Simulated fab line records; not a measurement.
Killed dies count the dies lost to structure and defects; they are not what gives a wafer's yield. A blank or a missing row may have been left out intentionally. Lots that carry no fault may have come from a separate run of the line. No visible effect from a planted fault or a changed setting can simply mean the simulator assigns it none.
One fault through the eyes of 2 desks :: flow ritCmos :: numbers are kept per desk, each desk with only its own; the story behind them comes last

## THE TOOL OWNER'S DESK: lithoTrack-04
The tool's own readings at RIT_NLDD_DEVELOP_05 (develop time 50 s): means of the sampled wafers that have a number, for each lot that ran on this tool. Any lot whose mean is over 4 standard deviations away from the usual mean is out of limits and marked OUT; that distance is given in the brackets.
Columns: A = developerTempC at RIT_NLDD_DEVELOP_05, usual 22.99 C
lot: L826
first seen here: day 3 03:00
A: 23.06

lot: L827
first seen here: day 3 08:00
A: 23.01

lot: L833
first seen here: day 4 14:00
A: 22.86

lot: L834
first seen here: day 4 19:00
A: 22.92

lot: L840
first seen here: day 6 00:00
A: 25.16 (+23) OUT

lot: L841
first seen here: day 6 07:00
A: 25.38 (+25) OUT

lot: L842
first seen here: day 6 11:00
A: 25.15 (+23) OUT
This desk's finding: out of limits on L840, L841, L842; first on L840, day 6 00:00 (developerTempC at RIT_NLDD_DEVELOP_05). In limits: L826, L827, L833, L834.

## THE METROLOGY DESK
What the gauges read for every lot (on any tool): the sampled wafers with a number, averaged. Any lot whose mean is over 4 standard deviations away from the usual mean is out of limits and marked OUT; that distance is given in the brackets.
Columns: A = INCOMING_BOW at RIT_ACTIVE_BOW_MEAS_00, usual 0 um; B = GATE_POLY_THK at RIT_GATE_THK_MEAS_09, usual 251.1 nm; C = GATE_OVL at RIT_GATE_OVL_MEAS_17, usual -0.9 nm
lot: L824
first seen here: day 1 10:00
A: -3
B: 251.9
C: -1.3

lot: L825
first seen here: day 1 15:00
A: 7
B: 248.0
C: -2.4

lot: L826
first seen here: day 1 20:00
A: 1
B: 252.3
C: -0.8

lot: L827
first seen here: day 2 01:00
A: 2
B: 251.5
C: -0.5

lot: L830
first seen here: day 2 16:01
A: -1
B: 249.3
C: -0.7

lot: L832
first seen here: day 3 02:00
A: 5
B: 248.9
C: 0.0

lot: L833
first seen here: day 3 07:02
A: 2
B: 247.6
C: -2.1

lot: L834
first seen here: day 3 12:00
A: 1
B: 252.4
C: -0.5

lot: L835
first seen here: day 3 17:01
A: 1
B: 250.9
C: -0.9

lot: L836
first seen here: day 3 22:04
A: -0
B: 250.8
C: -1.0

lot: L837
first seen here: day 4 03:04
A: 3
B: 251.1
C: -1.2

lot: L840
first seen here: day 4 18:01
A: -2
B: 249.1
C: -1.8

lot: L841
first seen here: day 4 23:00
A: -2
B: 249.9
C: -0.8

lot: L842
first seen here: day 5 04:02
A: 4
B: 252.2
C: -2.4

lot: L845
first seen here: day 5 19:00
A: 1
B: 254.3
C: 0.7
This desk's verdict: no lot among the 15 shows anything out of limits.

## PUT TOGETHER
The tool owner's desk had the chance to raise an alarm at day 6 00:00 on L840, L841, L842.
At the metrology desk, nothing out of limits was observed.
The metrology desk has L840, L841, L842 on record, within its limits.
RIT_NLDD_DEVELOP_05 was run on lithoTrack-04 by each of the lots named.

## WHAT THE SIMULATOR HAD PUT IN
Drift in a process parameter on lithoTrack-04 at RIT_NLDD_DEVELOP_05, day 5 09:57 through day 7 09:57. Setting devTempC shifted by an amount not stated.
Lots struck among those shown: L840, L841, L842.
Hours from the fault's start to each desk's first reading out of limits: the tool owner's desk, 14.
